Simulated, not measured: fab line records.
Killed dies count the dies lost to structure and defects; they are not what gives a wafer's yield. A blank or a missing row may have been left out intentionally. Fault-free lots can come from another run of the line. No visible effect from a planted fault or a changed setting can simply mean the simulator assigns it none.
Matching of chambers    flow berkeleyCmos170    4 sister chambers for UCB170_V2_CMP_02 on cmp-02
The step polishes SiO2. 16 wafers are shown with their chamber, then 8 later ones without.

== WAFERS WITH THEIR CHAMBER ==
wafer   chamber  motorCurrentA (A)  edgeZonePressureFrac
L588.2  2        14.0               1.004
L588.5  3        15.2               0.999
L588.6  0        15.7               1.007
L590.1  1        16.4               1.001
L590.2  0        16.7               0.998
L590.4  2        13.9               1.002
L591.1  3        15.6               1.000
L591.2  1        17.0               1.001
L591.5  0        15.7               1.008
L593.2  3        15.8               1.004
L593.5  0        16.8               1.000
L593.6  1        16.7               1.011
L595.1  0        16.3               0.999
L595.5  0        16.6               1.002
L595.6  3        15.3               1.006
L596.1  0        16.9               1.003

SIGNATURES, as means of the wafers listed above
reading               chamber 0  chamber 1  chamber 2  chamber 3  scatter within a chamber
motorCurrentA         16.386     16.700     13.950     15.475     0.402
edgeZonePressureFrac  1.00243    1.00433    1.00300    1.00225    0.00399
Rule: distance of a wafer from a chamber = root of the sum over the readings of ((wafer's reading minus chamber's mean) / reading's scatter) squared. The wafer belongs to the nearest chamber; if the next one is less than 2 further off, it can't be placed. The scatter is the square root of a quotient: the sum, over the shown wafers, of each reading's squared deviation from its chamber's mean, divided by wafers minus chambers.

== WAFERS MISSING THEIR CHAMBER ==
wafer   motorCurrentA (A)  edgeZonePressureFrac
L596.3  14.0               1.004
L596.5  15.6               0.991
L599.2  15.9               1.001
L599.4  16.2               0.998
L599.5  16.2               0.999
L611.3  15.6               0.992
L611.5  14.8               0.997
L611.6  16.6               0.997

== WHICH CHAMBER EACH WENT THROUGH ==
wafer   from the rows above           in truth
L596.3  2                             2
L596.5  can't be placed: 3 or 0 or 1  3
L599.2  can't be placed: 3 or 0 or 1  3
L599.4  can't be placed: 0 or 1 or 3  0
L599.5  can't be placed: 0 or 1 or 3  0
L611.3  can't be placed: 3 or 0 or 1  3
L611.5  can't be placed: 3 or 2       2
L611.6  can't be placed: 0 or 1 or 3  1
1 of 8 placed correctly. Not placeable from these rows: 7 (in 7, the candidates include the true chamber). Wrongly placed: 0.
